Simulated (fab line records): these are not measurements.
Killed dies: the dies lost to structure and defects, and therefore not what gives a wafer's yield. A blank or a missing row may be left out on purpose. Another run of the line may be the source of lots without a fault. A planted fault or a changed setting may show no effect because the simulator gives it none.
Problem report in the 8D (eight disciplines) form, filled by code | flow rit-cmos | the parts of the form that need people (team, actions taken, sign-off) are left out

## 1. THE ISSUE
GATE_POLY_THK at RIT_GATE_THK_MEAS_09 reads a mean of 167.0 nm on 3 wafers of 1 lot; wafers without a fault read 249.4 nm with a standard deviation of 2.6. That puts it -32 standard deviations away from the usual mean.
First observed at day 6 21:00: wafer L678.1, on film-metro-02. The record has a number at this step for 39 wafers belonging to 13 lots. Rule for "out", or "out of limits": more than 4 standard deviations from the usual mean. The other wafers with a number count as sound.

## 2. WHAT IT IS AND WHAT IT IS NOT
question                    | is                     | is not
which readings at this step | GATE_POLY_THK          | -
which lots                  | L678                   | L658, L659, L660, L662, L663, L664, L665, L667, L670, L671, L674, L681
which wafers of those lots  | all that have a number | -
read on which gauges        | film-metro-02          | film-metro-01, film-metro-03
when                        | from day 6 21:00       | up to then (33 sound wafers); but 3 sound wafers of L681 came after

## 3. WHAT RULES OUT EACH SUSPECT
Counting: a tool at a process step up to the reading stays a suspect if it ran every lot that is out and no sound lot after the first of them.
- the gauge at RIT_GATE_THK_MEAS_09 is ruled out. All the wafers that are out were read on film-metro-02, but those of them that RIT_GATE_ETCH_19 has rows for are out there too, on other tools.
- lpcvd-02 at RIT_GATE_CVD_08 (deposits poly-Si from SiH4, target thk 250 nm, time 2220 s): kept. It ran the lot that is out, L678 (day 6 19:23), and no sound lot after that; its last sound lot up to then is L667 (day 4 08:16).
Remaining after the count: lpcvd-02 at RIT_GATE_CVD_08.

## 4. THE CAUSE (what the simulator had put in)
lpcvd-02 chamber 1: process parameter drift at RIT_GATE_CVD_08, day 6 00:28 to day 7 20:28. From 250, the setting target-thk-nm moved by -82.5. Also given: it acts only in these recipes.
The count eliminated every tool but this one.

## 5. SEQUENCE OF EFFECTS, ordered by route
Rows list readings where the struck wafers' mean (over those with a number) sits beyond 3 standard deviations from the usual. Only readings whose record carries a usual standard deviation are examined. hours: median over the lots of the time between each lot's start at the first step of this table that gives one and its start at this step. sigmas: the change, counted in usual standard deviations.
hours | step                 | reading        | usual      | on struck wafers | change | sigmas
0     | RIT_GATE_THK_MEAS_09 | GATE_POLY_THK  | 249.4 nm   | 167.0            | -82.4  | -32
5     | RIT_GATE_ETCH_19     | oes-product-au | 0.859 a.u. | 0.643            | -0.216 | -15
It contains these process steps:
- RIT_GATE_ETCH_19: etches poly-Si in SF6/CHF3/O2, stops on SiO2, time 165 s, target depth 312.5 nm.

## 6. HOW IT WOULD HAVE BEEN CAUGHT EARLIER
In this record the first reading out of limits at a measuring or inspecting step was taken at day 6 21:00, 21 hours after the fault began at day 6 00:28.
No tool reading at RIT_GATE_CVD_08 that has a usual standard deviation in the record was out on any struck wafer, so an alarm limit of 4 standard deviations on those readings would not have fired.
Lots out: 1; all had begun RIT_GATE_CVD_08 on lpcvd-02 by day 6 21:00. Had the tool been put on hold then, not one of them would have been saved.
